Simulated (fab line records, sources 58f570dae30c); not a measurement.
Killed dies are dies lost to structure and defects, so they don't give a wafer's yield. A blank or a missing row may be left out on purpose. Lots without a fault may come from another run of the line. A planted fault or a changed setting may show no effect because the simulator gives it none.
fab line records | flow berkeley_cmos170 | part 1 of 2: steps 1 to 26 of 38
record lots=5 wafers=15 last_day=12
route steps=331 shown START@1 ZERO@6 NWELL@14 PWELL@34
lots that met no fault: from a run of the same line without faults
start_h: hours from the record's first day to the start of the lot's first wafer shown | wait_h: hours since the lot's step before | " the same as in the row above | L1.1+2: a row that stands for several wafers | - no value, or no start given | * or withheld: withheld | < > ~ a bound
route shown NAME@n: a module of which the file shows steps, and the number in the route of the first | usual: mean/standard deviation of fault-free wafers | same: alike in all rows | chamber/n: place in a boat | sites: the reading at each site | _std_site: their standard deviation | _edge_site: outer sites' mean less inner sites' | radius_mm: how far each site lies from the wafer's centre | mask NAME#n: copy n | behind: the tool/chamber that last shaped the wafer | hold: why the lot was held/for how many hours/how that ended | device: the transistor (n, p or np) that didn't switch | end of line: the same wafers' tests at the end of the route | a step without rows: its recipe alone | killed: dies lost to structure and defects at the first sort, not the wafer's yield | map: a wafer's dies, x killed, . not, _ none there
set.NAME: the setting as run; set.NAME@STEP: as run at that earlier step | model.NAME: the simulator's own value behind a step, which no gauge read
lots at some steps of the route; a table a step, a row a wafer
services: from which hour (start_h, from the record's first day; less than 0 if before it) a tool's chamber was out of use, for how many hours, and why
## steps
# step UCB170_START_BOW_MEAS_00
# recipe mode=bow
# usual INCOMING_BOW=0/6.2
# columns lot.wafer tool chamber start_h wait_h INCOMING_BOW[um]
L075.3 film_metro-04 - 15.04 - -1
L075.4 " - " " -8
L075.5 " - " " 11
L078.3 film_metro-02 - 30.04 - -4
L078.4 " - " " -7
L078.5 " - " " 2
L081.2 film_metro-02 - 45.02 - -3
L081.3 " - " " 1
L081.5 " - " " 0
L082.2 film_metro-04 - 50.02 - 7
L082.3 " - " " -3
L082.6 " - " " -5
L097.1 film_metro-01 - 125.00 - 5
L097.2 " - " " -2
L097.6 " - " " 7
# step UCB170_START_CLEAN_01
# recipe chemistry=dHF dilution=25:1 time_s=60
# columns lot.wafer tool chamber start_h wait_h
L075.3+4+5 wet_bench-04 0 15.12 0.1
L078.3+4+5 wet_bench-03 2 30.12 0.1
L081.2+3+5 wet_bench-01 0 45.12 0.1
L082.2+3+6 wet_bench-04 3 50.12 0.1
L097.1+2+6 wet_bench-01 2 125.20 0.2
# step UCB170_START_OXIDATION_02
# recipe temp_c=950 ambient=O2 target_thk_a=200 ox_time_s=1800
# usual zone_power_load_pct=30.4/0.91
# columns lot.wafer tool chamber start_h wait_h zone_power_load_pct
L075.3 furnace-02 0 18.53 3.4 31.7
L075.4 " 0 " " 32.0
L075.5 " 0 " " 32.2
L078.3 furnace-04 0 33.56 3.4 30.5
L078.4 " 0 " " 30.7
L078.5 " 0 " " 30.4
L081.2 furnace-03 0 49.00 3.9 30.0
L081.3 " 0 " " 29.9
L081.5 " 0 " " 29.5
L082.2 furnace-02 0 53.56 3.4 31.4
L082.3 " 0 " " 31.0
L082.6 " 0 " " 31.7
L097.1 furnace-03 0 125.80 0.6 29.6
L097.2 " 0 " " 29.7
L097.6 " 0 " " 29.8
# step UCB170_START_THK_MEAS_03
# recipe reads=SiO2_of_START_OXIDATION_02
# usual START_OXIDE_THK=19.9/0.31
# columns lot.wafer tool chamber start_h wait_h START_OXIDE_THK[nm]
L075.3 film_metro-04 - 20.05 0.0 19.8
L075.4 " - " " 20.1
L075.5 " - " " 19.8
L078.3 film_metro-04 - 35.08 0.0 19.8
L078.4 " - " " 19.9
L078.5 " - " " 20.1
L081.2 film_metro-04 - 50.51 0.0 19.6
L081.3 " - " " 20.0
L081.5 " - " " 19.7
L082.2 film_metro-01 - 55.07 0.0 20.0
L082.3 " - " " 19.6
L082.6 " - " " 19.5
L097.1 film_metro-01 - 127.30 0.0 19.6
L097.2 " - " " 19.9
L097.6 " - " " 19.7
# step UCB170_START_ANNEAL_04
# recipe temp_c=950 time_s=1200 ambient=N2
# usual zone_power_load_pct=30.7/0.86
# columns lot.wafer tool chamber start_h wait_h zone_power_load_pct
L075.3 furnace-04 0 23.56 3.5 30.8
L075.4 " 0 " " 30.4
L075.5 " 0 " " 30.8
L078.3 furnace-02 0 38.63 3.5 31.3
L078.4 " 0 " " 31.5
L078.5 " 0 " " 30.5
L081.2 furnace-03 0 54.35 3.8 29.6
L081.3 " 0 " " 29.6
L081.5 " 0 " " 29.6
L082.2 furnace-03 0 59.63 4.6 29.7
L082.3 " 0 " " 29.3
L082.6 " 0 " " 30.0
L097.1 furnace-04 0 129.51 2.2 30.7
L097.2 " 0 " " 30.5
L097.6 " 0 " " 30.5
# step UCB170_ZERO_HMDS_00
# recipe prime_time_s=60 prime_temp_c=100
# usual chill_plate_temp_C=23.00/0.1
# same prime_time_s=60
# columns lot.wafer tool chamber start_h wait_h chill_plate_temp_C
L075.3 litho_track-04 0 24.94 0.1 22.92
L075.4 " 0 " " 23.02
L075.5 " 0 " " 22.96
L078.3 litho_track-01 0 40.41 0.5 22.82
L078.4 " 0 " " 22.89
L078.5 " 0 " " 23.00
L081.2 litho_track-03 0 56.05 0.4 23.07
L081.3 " 0 " " 23.03
L081.5 " 0 " " 23.11
L082.2 litho_track-03 0 61.09 0.1 23.08
L082.3 " 0 " " 22.83
L082.6 " 0 " " 22.88
L097.1 litho_track-03 0 131.00 0.2 23.10
L097.2 " 0 " " 23.00
L097.6 " 0 " " 23.13
# step UCB170_ZERO_COAT_01
# recipe resist=KrF spin_rpm=1500 resist_thk_nm=900
# usual chill_plate_temp_C=22.99/0.11 spin_speed_rpm=1499.9/0.92
# columns lot.wafer tool chamber start_h wait_h chill_plate_temp_C spin_speed_rpm
L075.3 litho_track-04 0 25.09 0.1 22.85 1499.4
L075.4 " 0 " " 22.93 1501.1
L075.5 " 0 " " 22.88 1500.4
L078.3 litho_track-01 0 40.56 0.1 22.85 1501.1
L078.4 " 0 " " 22.88 1502.3
L078.5 " 0 " " 22.85 1499.8
L081.2 litho_track-03 0 56.20 0.1 23.04 1499.3
L081.3 " 0 " " 22.80 1499.3
L081.5 " 0 " " 23.00 1500.0
L082.2 litho_track-03 0 61.24 0.1 23.20 1499.2
L082.3 " 0 " " 23.10 1499.4
L082.6 " 0 " " 23.11 1500.8
L097.1 litho_track-03 0 131.15 0.1 22.96 1499.9
L097.2 " 0 " " 23.01 1499.6
L097.6 " 0 " " 23.03 1499.7
# step UCB170_ZERO_SOFTBAKE_02
# recipe resist=KrF temp_c=130 time_s=60
# usual chill_plate_temp_C=22.98/0.11
# columns lot.wafer tool chamber start_h wait_h chill_plate_temp_C
L075.3 litho_track-04 0 25.24 0.1 23.23
L075.4 " 0 " " 22.93
L075.5 " 0 " " 23.15
L078.3 litho_track-01 0 40.71 0.1 22.88
L078.4 " 0 " " 22.94
L078.5 " 0 " " 23.09
L081.2 litho_track-03 0 56.35 0.1 22.74
L081.3 " 0 " " 22.81
L081.5 " 0 " " 22.95
L082.2 litho_track-03 0 61.39 0.1 22.92
L082.3 " 0 " " 22.97
L082.6 " 0 " " 23.06
L097.1 litho_track-03 0 131.30 0.1 22.86
L097.2 " 0 " " 22.92
L097.6 " 0 " " 22.93
# step UCB170_ZERO_EXPOSE_03
# recipe mask_id=PM_MARKS na=0.5 sigma_outer=0.6 source_shape=conventional target_cd_nm=4000 dose_mj=30
# columns lot.wafer tool chamber start_h wait_h mask
L075.3+4+5 krf_scanner-02 0 25.38 0.1 PM_MARKS#0
L078.3+4+5 krf_scanner-02 0 40.98 0.2 PM_MARKS#0
L081.2+3+5 krf_scanner-02 0 56.49 0.1 PM_MARKS#0
L082.2+3+6 krf_scanner-02 0 61.53 0.1 PM_MARKS#0
L097.1+2+6 krf_scanner-01 0 131.71 0.4 PM_MARKS#0
# step UCB170_ZERO_PEB_04
# recipe peb_temp_c=130 peb_time_s=withheld resist=KrF
# usual chill_plate_temp_C=22.99/0.11
# columns lot.wafer tool chamber start_h wait_h chill_plate_temp_C
L075.3 litho_track-03 0 25.51 0.1 23.00
L075.4 " 0 " " 23.00
L075.5 " 0 " " 23.04
L078.3 litho_track-01 0 41.15 0.2 23.13
L078.4 " 0 " " 23.19
L078.5 " 0 " " 23.03
L081.2 litho_track-01 0 56.61 0.1 23.01
L081.3 " 0 " " 22.89
L081.5 " 0 " " 22.94
L082.2 litho_track-03 0 61.65 0.1 23.09
L082.3 " 0 " " 23.19
L082.6 " 0 " " 22.82
L097.1 litho_track-04 0 132.35 0.6 23.07
L097.2 " 0 " " 23.07
L097.6 " 0 " " 23.04
# step UCB170_ZERO_DEVELOP_05
# recipe developer=TMAH develop_time_s=45 resist=KrF dev_temp_c=21
# usual chill_plate_temp_C=22.99/0.11
# columns lot.wafer tool chamber start_h wait_h chill_plate_temp_C
L075.3 litho_track-03 0 - - 22.95
L075.4 " 0 " " 23.04
L075.5 " 0 " " 22.99
L078.3 litho_track-01 0 - - 23.07
L078.4 " 0 " " 23.12
L078.5 " 0 " " 23.01
L081.2 litho_track-01 0 - - 22.95
L081.3 " 0 " " 22.99
L081.5 " 0 " " 22.87
L082.2 litho_track-03 0 - - 23.04
L082.3 " 0 " " 22.87
L082.6 " 0 " " 23.10
L097.1 litho_track-04 0 - - 22.88
L097.2 " 0 " " 23.00
L097.6 " 0 " " 22.96
# step UCB170_ZERO_ETCH_06
# recipe chemistry=CHF3/CF4/Ar target=SiO2 time_s=12 pressure_mtorr=100 rf_w=500 CHF3_flow_sccm=50 cf4_flow_sccm=10 Ar_flow_sccm=120 over_etch_frac=1.58
# usual drypump_motor_current_A=5.7/0.39 oes_product_au=0.619/0.0093 throttle_valve_pct=9.23/0.13
# columns lot.wafer tool chamber start_h wait_h drypump_motor_current_A oes_product_au rf_hours_counter_h throttle_valve_pct
L075.3 rie_diel-02 1 25.73 - 5.5 0.628 63 9.38
L075.4 " 2 " " 5.5 0.610 130 9.08
L075.5 " 0 " " 6.0 0.626 - 9.36
L078.3 rie_diel-01 0 41.38 - 5.7 0.633 50 9.24
L078.4 " 2 " " 6.6 0.625 92 9.15
L078.5 " 1 " " 5.5 0.632 - 9.30
L081.2 rie_diel-03 2 56.86 - 6.0 0.602 101 9.00
L081.3 " 1 " " 5.5 0.607 2 9.39
L081.5 " 1 " " 5.5 0.606 - 9.39
L082.2 rie_diel-03 1 61.90 - 5.5 0.607 2 9.39
L082.3 " 2 " " 6.0 0.603 101 9.00
L082.6 " 3 " " 5.3 0.608 - 9.17
L097.1 rie_diel-02 1 132.62 - 5.5 0.624 69 9.38
L097.2 " 2 " " 5.5 0.622 135 9.09
L097.6 " 1 " " 5.5 0.625 - 9.39
# step UCB170_ZERO_STRIP_07
# recipe chemistry=O2 power_w=400 pressure_mtorr=3500 platen_temp_c=withheld o2_flow_sccm=400 overash_fraction=0.5
# usual drypump_motor_current_A=5.7/0.63 oes_product_au=0.728/0.0042 strip_time_to_endpoint_s=21.49/0.052
# columns lot.wafer tool chamber start_h wait_h drypump_motor_current_A oes_product_au rf_hours_counter_h strip_time_to_endpoint_s
L075.3 plasma_asher-04 0 25.79 0.0 6.7 0.734 - 21.53
L075.4 " 1 " " 5.7 0.731 - 21.47
L075.5 " 0 " " 6.7 0.729 - 21.48
L078.3 plasma_asher-01 0 41.43 0.0 5.0 0.734 - 21.48
L078.4 " 1 " " 5.6 0.727 - 21.47
L078.5 " 1 " " 5.6 0.734 - 21.51
L081.2 plasma_asher-03 1 56.89 0.0 4.9 0.732 33 21.53
L081.3 " 1 " " 4.9 0.731 - 21.52
L081.5 " 1 " " 4.9 0.724 - 21.50
L082.2 plasma_asher-01 1 61.93 0.0 5.5 0.716 39 21.48
L082.3 " 0 " " 5.0 0.724 - 21.50
L082.6 " 1 " " 5.5 0.722 - 21.49
L097.1 plasma_asher-01 0 132.65 0.0 5.0 0.724 47 21.50
L097.2 " 1 " " 5.6 0.734 47 21.45
L097.6 " 0 " " 5.0 0.729 - 21.54
# step UCB170_NWELL_WET_ETCH_00
# recipe chemistry=dHF dilution=25:1 target=SiO2 temp_c=25 time_s=200
# columns lot.wafer tool chamber start_h wait_h
L075.3+4+5 wet_bench-04 3 25.86 0.0
L078.3+4+5 wet_bench-02 0 41.50 0.0
L081.2+3+5 wet_bench-03 3 56.99 0.1
L082.2+3+6 wet_bench-02 0 62.03 0.1
L097.1+2+6 wet_bench-02 3 132.85 0.2
# step UCB170_NWELL_OXIDATION_01
# recipe temp_c=1000 ambient=O2 target_thk_a=264 ox_time_s=1260
# usual zone_power_load_pct=33.5/1.3
# columns lot.wafer tool chamber start_h wait_h zone_power_load_pct
L075.3 furnace-03 0 29.20 3.3 33.6
L075.4 " 0 " " 33.5
L075.5 " 0 " " 33.2
L078.3 furnace-04 0 44.76 3.2 34.1
L078.4 " 0 " " 34.5
L078.5 " 0 " " 34.1
L081.2 furnace-03 0 60.97 3.9 34.0
L081.3 " 0 " " 32.9
L081.5 " 0 " " 33.7
L082.2 furnace-04 0 67.98 5.9 34.6
L082.3 " 0 " " 34.7
L082.6 " 0 " " 34.0
L097.1 furnace-04 0 135.09 2.2 33.7
L097.2 " 0 " " 34.6
L097.6 " 0 " " 34.6
# step UCB170_NWELL_THK_MEAS_02
# recipe reads=SiO2_of_NWELL_OXIDATION_01
# usual NWELL_OXIDE_THK=26.2/0.4
# columns lot.wafer tool chamber start_h wait_h NWELL_OXIDE_THK[nm]
L075.3 film_metro-03 - 30.57 0.0 26.6
L075.4 " - " " 25.8
L075.5 " - " " 26.0
L078.3 film_metro-03 - 46.13 0.0 27.0
L078.4 " - " " 26.5
L078.5 " - " " 26.6
L081.2 film_metro-04 - 62.33 0.0 26.0
L081.3 " - " " 26.0
L081.5 " - " " 26.1
L082.2 film_metro-03 - 69.34 0.0 25.4
L082.3 " - " " 25.4
L082.6 " - " " 25.6
L097.1 film_metro-01 - 136.44 0.0 25.9
L097.2 " - " " 25.6
L097.6 " - " " 25.8
# step UCB170_NWELL_ANNEAL_03
# recipe temp_c=1000 time_s=900 ambient=N2
# usual zone_power_load_pct=33.5/0.96
# columns lot.wafer tool chamber start_h wait_h zone_power_load_pct
L075.3 furnace-03 0 34.90 4.3 33.8
L075.4 " 0 " " 33.1
L075.5 " 0 " " 32.9
L078.3 furnace-03 0 50.50 4.4 33.5
L078.4 " 0 " " 33.1
L078.5 " 0 " " 32.9
L081.2 furnace-03 0 68.26 5.9 33.5
L081.3 " 0 " " 33.3
L081.5 " 0 " " 34.3
L082.2 furnace-03 0 73.76 4.4 33.5
L082.3 " 0 " " 33.8
L082.6 " 0 " " 33.2
L097.1 furnace-04 0 139.03 2.6 34.3
L097.2 " 0 " " 34.7
L097.6 " 0 " " 33.9
# step UCB170_NWELL_CVD_04
# recipe material=Si3N4 target_thk_nm=224 temp_c=800 precursor=SiH2Cl2/NH3 time_s=3360 pressure_mtorr=200 sih2cl2_flow_sccm=25 nh3_flow_sccm=75
# usual zone_power_load_pct=24.0/2
# columns lot.wafer tool chamber start_h wait_h zone_power_load_pct
L075.3 lpcvd-02 0 36.15 0.0 25.8
L075.4 " 0 " " 25.8
L075.5 " 0 " " 26.1
L078.3 lpcvd-02 0 51.75 0.0 25.8
L078.4 " 0 " " 26.3
L078.5 " 0 " " 26.3
L081.2 lpcvd-02 0 69.51 0.0 26.0
L081.3 " 0 " " 25.8
L081.5 " 0 " " 26.0
L082.2 lpcvd-02 0 75.01 0.0 25.7
L082.3 " 0 " " 25.5
L082.6 " 0 " " 25.6
L097.1 lpcvd-02 0 140.28 0.0 25.6
L097.2 " 0 " " 26.1
L097.6 " 0 " " 25.8
# step UCB170_NWELL_THK_MEAS_05
# recipe reads=Si3N4_of_NWELL_CVD_04
# usual NWELL_NITRIDE_THK=224.5/2.5
# columns lot.wafer tool chamber start_h wait_h NWELL_NITRIDE_THK[nm]
L075.3 film_metro-04 - 38.10 0.0 226.9
L075.4 " - " " 225.9
L075.5 " - " " 227.9
L078.3 film_metro-04 - 53.70 0.0 224.8
L078.4 " - " " 225.0
L078.5 " - " " 224.4
L081.2 film_metro-01 - 71.46 0.0 221.6
L081.3 " - " " 221.6
L081.5 " - " " 221.0
L082.2 film_metro-03 - 76.96 0.0 217.6
L082.3 " - " " 219.3
L082.6 " - " " 220.0
L097.1 film_metro-01 - 142.21 0.0 224.0
L097.2 " - " " 226.4
L097.6 " - " " 223.1
# step UCB170_NWELL_HMDS_06
# recipe prime_time_s=60 prime_temp_c=100
# usual chill_plate_temp_C=23.05/0.1
# same prime_time_s=60
# columns lot.wafer tool chamber start_h wait_h chill_plate_temp_C
L075.3 litho_track-01 0 38.69 0.6 23.18
L075.4 " 0 " " 23.22
L075.5 " 0 " " 23.18
L078.3 litho_track-03 0 54.27 0.6 23.00
L078.4 " 0 " " 23.12
L078.5 " 0 " " 23.09
L081.2 litho_track-01 0 71.53 0.1 22.91
L081.3 " 0 " " 22.93
L081.5 " 0 " " 23.01
L082.2 litho_track-02 0 77.03 0.1 23.13
L082.3 " 0 " " 23.06
L082.6 " 0 " " 23.11
L097.1 litho_track-02 0 142.50 0.3 23.10
L097.2 " 0 " " 23.14
L097.6 " 0 " " 22.97
# step UCB170_NWELL_COAT_07
# recipe resist=KrF spin_rpm=1500 resist_thk_nm=900
# usual chill_plate_temp_C=23.00/0.11 spin_speed_rpm=1500.0/0.87
# columns lot.wafer tool chamber start_h wait_h chill_plate_temp_C spin_speed_rpm
L075.3 litho_track-01 0 38.84 0.1 23.19 1500.9
L075.4 " 0 " " 22.94 1499.2
L075.5 " 0 " " 23.06 1499.9
L078.3 litho_track-03 0 54.42 0.1 23.00 1499.4
L078.4 " 0 " " 23.03 1500.7
L078.5 " 0 " " 23.08 1501.8
L081.2 litho_track-01 0 71.68 0.1 23.06 1499.6
L081.3 " 0 " " 23.01 1499.7
L081.5 " 0 " " 22.87 1497.7
L082.2 litho_track-02 0 77.18 0.1 22.89 1501.3
L082.3 " 0 " " 22.83 1501.1
L082.6 " 0 " " 22.94 1500.6
L097.1 litho_track-02 0 142.65 0.1 22.90 1500.8
L097.2 " 0 " " 22.97 1500.8
L097.6 " 0 " " 22.96 1500.1
# step UCB170_NWELL_SOFTBAKE_08
# recipe resist=KrF temp_c=130 time_s=60
# usual chill_plate_temp_C=22.98/0.11
# columns lot.wafer tool chamber start_h wait_h chill_plate_temp_C
L075.3 litho_track-01 0 38.99 0.1 23.00
L075.4 " 0 " " 23.06
L075.5 " 0 " " 22.84
L078.3 litho_track-03 0 54.57 0.1 22.97
L078.4 " 0 " " 23.05
L078.5 " 0 " " 22.90
L081.2 litho_track-01 0 71.83 0.1 22.99
L081.3 " 0 " " 23.23
L081.5 " 0 " " 23.05
L082.2 litho_track-02 0 77.33 0.1 23.04
L082.3 " 0 " " 23.11
L082.6 " 0 " " 23.21
L097.1 litho_track-02 0 142.80 0.1 22.93
L097.2 " 0 " " 23.09
L097.6 " 0 " " 22.96
# step UCB170_NWELL_EXPOSE_09
# recipe mask_id=NWELL target_cd_nm=3000 na=0.5 sigma_outer=0.6 source_shape=conventional dose_mj=25
# columns lot.wafer tool chamber start_h wait_h mask
L075.3+4+5 krf_scanner-01 0 39.21 0.2 NWELL#0
L078.3+4+5 krf_scanner-01 0 54.71 0.1 NWELL#0
L081.2+3+5 krf_scanner-01 0 71.98 0.1 NWELL#0
L082.2+3+6 krf_scanner-02 0 77.60 0.2 NWELL#0
L097.1+2+6 krf_scanner-01 0 142.96 0.1 NWELL#0
# step UCB170_NWELL_PEB_10
# recipe peb_temp_c=130 peb_time_s=withheld resist=KrF
# usual chill_plate_temp_C=23.04/0.11
# columns lot.wafer tool chamber start_h wait_h chill_plate_temp_C
L075.3 litho_track-02 0 40.15 0.9 22.91
L075.4 " 0 " " 22.85
L075.5 " 0 " " 22.95
L078.3 litho_track-01 0 55.14 0.4 23.15
L078.4 " 0 " " 23.34
L078.5 " 0 " " 23.17
L081.2 litho_track-02 0 72.45 0.5 23.06
L081.3 " 0 " " 23.12
L081.5 " 0 " " 22.92
L082.2 litho_track-01 0 77.72 0.1 23.21
L082.3 " 0 " " 23.10
L082.6 " 0 " " 23.03
L097.1 litho_track-02 0 143.24 0.3 22.95
L097.2 " 0 " " 23.05
L097.6 " 0 " " 22.91
# step UCB170_NWELL_DEVELOP_11
# recipe developer=TMAH develop_time_s=45 resist=KrF dev_temp_c=21
# usual chill_plate_temp_C=23.01/0.11
# columns lot.wafer tool chamber start_h wait_h chill_plate_temp_C
L075.3 litho_track-02 0 - - 23.10
L075.4 " 0 " " 23.05
L075.5 " 0 " " 23.03
L078.3 litho_track-01 0 - - 22.89
L078.4 " 0 " " 23.10
L078.5 " 0 " " 22.88
L081.2 litho_track-02 0 - - 22.66
L081.3 " 0 " " 22.85
L081.5 " 0 " " 22.99
L082.2 litho_track-01 0 - - 23.14
L082.3 " 0 " " 23.03
L082.6 " 0 " " 23.07
L097.1 litho_track-02 0 - - 23.06
L097.2 " 0 " " 22.98
L097.6 " 0 " " 22.74
# step UCB170_NWELL_OVL_MEAS_12
# usual NWELL_OVL=-1/6.9
# columns lot.wafer tool chamber start_h wait_h NWELL_OVL[nm]
L075.3 overlay-02 - 40.39 - -6
L075.4 " - " " -3
L075.5 " - " " 1
L078.3 overlay-01 - 55.38 - -7
L078.4 " - " " -4
L078.5 " - " " -14
L081.2 overlay-01 - 72.70 - -4
L081.3 " - " " -2
L081.5 " - " " -9
L082.2 overlay-01 - 77.98 - 2
L082.3 " - " " -1
L082.6 " - " " 1
L097.1 overlay-01 - 143.51 - 0
L097.2 " - " " -7
L097.6 " - " " -9
